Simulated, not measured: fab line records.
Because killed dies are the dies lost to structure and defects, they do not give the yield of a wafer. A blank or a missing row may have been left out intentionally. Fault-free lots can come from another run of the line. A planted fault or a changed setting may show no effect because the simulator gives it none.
The same fault as seen by 2 desks :: flow rit-cmos :: what lay behind the numbers comes last; until then each desk has only its own

## DESK OF THE TOOL OWNER: pvd-sputter-02
The tool's own readings at RIT_M1_SPUTTER_00 (material Al, target thk 400 nm, time 500 s): means of the sampled wafers that have a number, for each lot that ran on this tool. The brackets show how far a lot's mean lies from the usual mean; more than 4 standard deviations puts the lot out of limits, marked OUT.
Columns: A = cathode-dc-power-W at RIT_M1_SPUTTER_00, usual 2000.0 W; B = chamber-pressure-pa at RIT_M1_SPUTTER_00, usual 0.4001 Pa; C = throttle-valve-pct at RIT_M1_SPUTTER_00, usual 30.2 %
lot: L422
first seen here: day 3 09:59
A: 2000.1
B: 0.4000
C: 31.2

lot: L424
first seen here: day 3 19:55
A: 1999.8
B: 0.3999
C: 30.5

lot: L426
first seen here: day 4 06:15
A: 1999.9
B: 0.4005
C: 29.8

lot: L428
first seen here: day 4 16:28
A: 1999.7
B: 0.4004
C: 30.9

lot: L430
first seen here: day 5 02:56
A: 1999.9
B: 0.3997
C: 30.1

lot: L433
first seen here: day 5 16:17
A: 2000.4
B: 0.3994
C: 30.5

lot: L444
first seen here: day 7 23:22
A: 2000.3
B: 0.4004
C: 30.5
This desk found nothing out of limits on any of the 7 lots.

## FROM THE METROLOGY DESK
Lot by lot, what the gauges showed, no matter which tool ran the lot: averages of those sampled wafers that carry a number. The brackets show how far a lot's mean lies from the usual mean; more than 4 standard deviations puts the lot out of limits, marked OUT.
Columns: A = M1_AL_RS at RIT_M1_RS_MEAS_01, usual 0.0736 ohm/sq; B = M1_AL_THK at RIT_M1_THK_MEAS_02, usual 396 nm
lot: L421
first seen here: day 3 08:09
A: 0.0739
B: 394

lot: L422
first seen here: day 3 10:16
A: 0.0723
B: 406

lot: L424
first seen here: day 3 20:13
A: 0.0730
B: 400

lot: L426
first seen here: day 4 06:34
A: 0.0730
B: 396

lot: L427
first seen here: day 4 10:17
A: 0.0745
B: 387

lot: L428
first seen here: day 4 16:49
A: 0.0733
B: 394

lot: L429
first seen here: day 4 21:01
A: 0.0735
B: 393

lot: L430
first seen here: day 5 03:16
A: 0.0736
B: 400

lot: L432
first seen here: day 5 12:54
A: 0.0755
B: 383

lot: L433
first seen here: day 5 16:35
A: 0.0734
B: 397

lot: L434
first seen here: day 5 22:40
A: 0.0747
B: 393

lot: L441
first seen here: day 7 10:30
A: 0.0748
B: 395

lot: L444
first seen here: day 7 23:40
A: 0.0714
B: 407
This desk found nothing out of limits on any of the 13 lots.

## TAKEN TOGETHER
Nothing out of limits was seen by the tool owner's desk.
Nothing out of limits was seen by the metrology desk.

## WHAT THE SIMULATOR HAD INSERTED
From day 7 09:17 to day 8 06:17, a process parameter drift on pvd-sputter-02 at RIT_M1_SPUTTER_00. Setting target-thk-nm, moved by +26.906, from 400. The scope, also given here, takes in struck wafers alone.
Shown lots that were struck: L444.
